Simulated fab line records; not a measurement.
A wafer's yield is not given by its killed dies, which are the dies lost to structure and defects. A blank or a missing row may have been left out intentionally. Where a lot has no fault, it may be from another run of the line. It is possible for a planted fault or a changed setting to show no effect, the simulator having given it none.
Which tool is to blame? -- flow ritCmos -- 14 lots, 42 wafers sampled, at 2 steps of a route of 202

WHAT THE GAUGES SHOWED, per wafer
RIT_M1_CD_MEAS_90 targets a cd of 2600 nm.
lot,measured,on,cdNm (nm)
L507,day 3 07:28,cdSem-01,2599 2599 2598
L509,day 3 17:32,cdSem-02,2599 2596 2597
L510,day 3 22:56,cdSem-02,2600 2601 2602
L511,day 4 07:41,cdSem-01,2596 2599 2595
L512,day 4 08:52,cdSem-02,2603 2601 2603
L514,day 4 21:27,cdSem-01,2603 2607 2603
L515,day 5 00:47,cdSem-01,2598 2598 2599
L516,day 5 05:10,cdSem-01,2603 2604 2602
L521,day 6 04:50,cdSem-02,2590 2590 2590
L523,day 6 15:15,cdSem-01,2598 2601 2596
L524,day 6 23:41,cdSem-01,2601 2592 2593
L525,day 7 05:26,cdSem-01,2599 2599 2598
L528,day 7 22:32,cdSem-01,2600 2603 2600
L530,day 8 06:02,cdSem-02,2601 2603 2603

EACH LOT AND THE TOOL THAT RAN IT (in order: tool; ch and the chambers of the sampled wafers; start)
lot,RIT_M1_METAL_ETCH_12
L507,"rieMetal-04 ch 0,1, day 3 06:55"
L509,"rieMetal-01 ch 0,1, day 3 16:59"
L510,"rieMetal-04 ch 0,1, day 3 22:25"
L511,"rieMetal-03 ch 0,1, day 4 07:11"
L512,"rieMetal-01 ch 0,1, day 4 08:21"
L514,"rieMetal-03 ch 0,1, day 4 20:55"
L515,"rieMetal-01 ch 0,1, day 5 00:16"
L516,"rieMetal-04 ch 0,1, day 5 04:38"
L521,"rieMetal-01 ch 0, day 6 04:17"
L523,"rieMetal-03 ch 0,1, day 6 14:42"
L524,"rieMetal-01 ch 0,1, day 6 23:11"
L525,"rieMetal-04 ch 0, day 7 04:44"
L528,"rieMetal-04 ch 0,1, day 7 22:01"
L530,"rieMetal-03 ch 0,1, day 8 05:32"
- RIT_M1_METAL_ETCH_12: etches Al in Cl2/BCl3, stops on SiO2, time 165 s, target depth 600 nm.

WHAT THE TOOLS THEMSELVES READ (means of the sampled wafers that have a number; where no wafer has one, the mark that the record gives instead)
RIT_M1_METAL_ETCH_12.
lot,tool,drypumpMotorCurrentA (A),oesProductAu (a.u.),throttleValvePct (%)
L507,rieMetal-04,5.3,0.774,8.27
L509,rieMetal-01,5.7,0.782,8.21
L510,rieMetal-04,5.7,0.786,8.22
L511,rieMetal-03,5.9,0.765,8.18
L512,rieMetal-01,5.5,0.781,8.16
L514,rieMetal-03,5.9,0.767,8.18
L515,rieMetal-01,5.6,0.782,8.15
L516,rieMetal-04,5.7,0.785,8.23
L521,rieMetal-01,5.4,0.772,8.11
L523,rieMetal-03,5.9,0.752,8.18
L524,rieMetal-01,5.5,0.777,8.16
L525,rieMetal-04,4.8,0.753,8.30
L528,rieMetal-04,5.3,0.766,8.28
L530,rieMetal-03,5.9,0.780,8.19

THE ANSWER, worked out from the rows above alone
Rule: what is usual is taken from the lots themselves. The widest of any qualifying gaps counts: lots, ordered by their means at a reading, are off when they make up no more than a third of the lots, leave a main group of 4 or more, and stand apart from it by 3 or more times the standard deviation of that group's means. If all means in a main group match to the digits the tables above print for the reading, that group is not used. Also off: a lot with no number at a reading for which 4 or more lots have one. The other lots that the step has rows for count as sound. The gauges are gone through in route order, then the tools' own readings, and for those a lot's mean is taken as printed above. At the first step where some lot is off, the reading lying furthest off is the one used; lots without a number count as furthest.
No lot is off at any reading shown: from this, nothing can be told.

WHAT WAS PUT IN BY THE SIMULATOR
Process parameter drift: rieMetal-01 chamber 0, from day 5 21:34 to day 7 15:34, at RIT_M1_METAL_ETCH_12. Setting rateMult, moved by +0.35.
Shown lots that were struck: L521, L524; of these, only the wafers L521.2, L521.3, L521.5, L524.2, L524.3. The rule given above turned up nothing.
